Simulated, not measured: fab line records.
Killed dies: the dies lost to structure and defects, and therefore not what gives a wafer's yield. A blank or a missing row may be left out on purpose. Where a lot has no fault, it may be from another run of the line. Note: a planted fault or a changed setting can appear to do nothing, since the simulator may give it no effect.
Which tool was responsible? -- flow berkeley_cmos170 -- 14 lots, 42 wafers sampled, at 4 steps of a route of 331

## WHAT THE GAUGES SHOWED, per wafer
UCB170_PVT_OVL_MEAS_06.
lot,measured,on,PVT_OVL (nm)
L486,day 5 20:31,overlay-02,-9 -13 -2
L487,day 6 10:35,overlay-01,5 1 2
L490,day 6 10:50,overlay-02,8 4 -1
L488,day 6 11:39,overlay-01,1 8 -4
L489,day 6 11:56,overlay-01,12 -2 6
L491,day 6 19:37,overlay-01,9 2 1
L493,day 7 11:35,overlay-01,0 -2 1
L498,day 8 06:39,overlay-01,14 7 5
L499,day 8 07:20,overlay-02,4 6 16
L502,day 8 23:01,overlay-02,-6 -6 -9
L504,day 9 14:05,overlay-02,5 8 3
L505,day 9 18:08,overlay-02,-2 1 -3
L507,day 10 04:06,overlay-01,-1 -5 -2
L509,day 10 13:52,overlay-02,-5 6 3

UCB170_GATE_OVL_MEAS_13.
lot,measured,on,GATE_OVL (nm)
L486,day 6 09:15,overlay-02,-10 -6 -1
L487,day 6 22:52,overlay-02,-10 -17 0
L490,day 6 22:35,overlay-02,1 3 8
L488,day 6 23:22,overlay-02,1 7 9
L489,day 6 23:08,overlay-02,-1 7 -5
L491,day 7 08:19,overlay-02,5 -6 4
L493,day 7 22:55,overlay-01,7 -3 8
L498,day 8 19:37,overlay-02,6 5 1
L499,day 8 19:39,overlay-01,-3 -5 4
L502,day 9 11:46,overlay-02,-2 -3 4
L504,day 10 02:35,overlay-02,-7 -1 -1
L505,day 10 08:28,overlay-01,3 6 8
L507,day 10 17:52,overlay-01,4 6 7
L509,day 11 01:35,overlay-01,-1 2 1

UCB170_PSD_TW_MEAS_10.
lot,measured,on,PSD_TW
L486,day 7 00:17,film_metro-01,2331 2332 2324
L487,day 7 08:21,film_metro-03,2316 2336 2318
L490,day 7 08:55,film_metro-01,2336 2319 2324
L488,day 7 09:11,film_metro-01,2323 2326 2318
L489,day 7 08:38,film_metro-04,2321 2332 2343
L491,day 7 19:56,film_metro-03,2324 2324 2317
L493,day 8 09:46,film_metro-01,2338 2330 2339
L498,day 9 07:44,film_metro-04,2328 2314 2330
L499,day 9 07:55,film_metro-03,2311 2311 2313
L502,day 9 21:20,film_metro-03,2309 2325 2315
L504,day 10 14:01,film_metro-01,2339 2354 2339
L505,day 10 20:44,film_metro-01,2349 2345 2335
L507,day 11 04:56,film_metro-03,2303 2303 2286
L509,day 11 13:34,film_metro-04,2329 2338 2338

## EACH LOT AND THE TOOL THAT RAN IT (in order: tool; ch and the chambers of the sampled wafers; start)
lot,UCB170_NLDD_SOFTBAKE_02
L486,"litho_track-02 ch 0, day 6 13:17"
L487,"litho_track-02 ch 0, day 7 01:59"
L490,"litho_track-01 ch 0, day 7 01:31"
L488,"litho_track-03 ch 0, day 7 02:30"
L489,"litho_track-03 ch 0, day 7 02:04"
L491,"litho_track-01 ch 0, day 7 12:13"
L493,"litho_track-01 ch 0, day 8 01:55"
L498,"litho_track-02 ch 0, day 8 22:36"
L499,"litho_track-02 ch 0, day 8 23:20"
L502,"litho_track-02 ch 0, day 9 15:17"
L504,"litho_track-03 ch 0, day 10 05:44"
L505,"litho_track-03 ch 0, day 10 11:11"
L507,"litho_track-02 ch 0, day 10 20:22"
L509,"litho_track-01 ch 0, day 11 04:45"
- UCB170_NLDD_SOFTBAKE_02: time 60 s.

## WHAT THE TOOLS THEMSELVES READ (means of the sampled wafers that have a number; where no wafer has one, the mark that the record gives instead)
UCB170_NLDD_SOFTBAKE_02.
lot,tool,plate_temp_C (C),run_length_s (s)
L486,litho_track-02,130.04,89.04
L487,litho_track-02,130.20,88.90
L490,litho_track-01,129.67,89.08
L488,litho_track-03,130.06,88.87
L489,litho_track-03,130.06,88.73
L491,litho_track-01,129.82,93.13
L493,litho_track-01,129.87,93.16
L498,litho_track-02,130.30,88.97
L499,litho_track-02,129.97,89.02
L502,litho_track-02,130.14,88.97
L504,litho_track-03,130.11,88.78
L505,litho_track-03,129.91,88.93
L507,litho_track-02,129.90,88.97
L509,litho_track-01,129.89,89.24

## THE ANSWER, worked out from the rows above alone
Rule: the lots themselves supply what counts as usual. Put in order of their means at a reading, lots are off if they are a third of the lots or fewer, leave a main group of 4 or more, and stand apart from it by a gap of 3 or more times the standard deviation of the main group's means; of several such gaps the widest counts. If all means in a main group match to the digits the tables above print for the reading, that group is not used. A lot without any number at a reading at which 4 lots or more have one is off too. Any other lot the step has rows for is counted as sound. First the gauges in route order, then the tools' own readings, where a lot's mean is used as printed above. At the first step where some lot is off, the reading lying furthest off is the one used; lots without a number count as furthest.
Off: L491, L493 (UCB170_NLDD_SOFTBAKE_02, run_length_s). The main group has a mean of 88.96 s with a standard deviation of 0.13.
If a tool, at that step or one of the process steps before it, ran each lot that is off and ran no sound lot following the first of them, it fits. Not one of the candidates tried fits.

## WHAT WAS PUT IN BY THE SIMULATOR
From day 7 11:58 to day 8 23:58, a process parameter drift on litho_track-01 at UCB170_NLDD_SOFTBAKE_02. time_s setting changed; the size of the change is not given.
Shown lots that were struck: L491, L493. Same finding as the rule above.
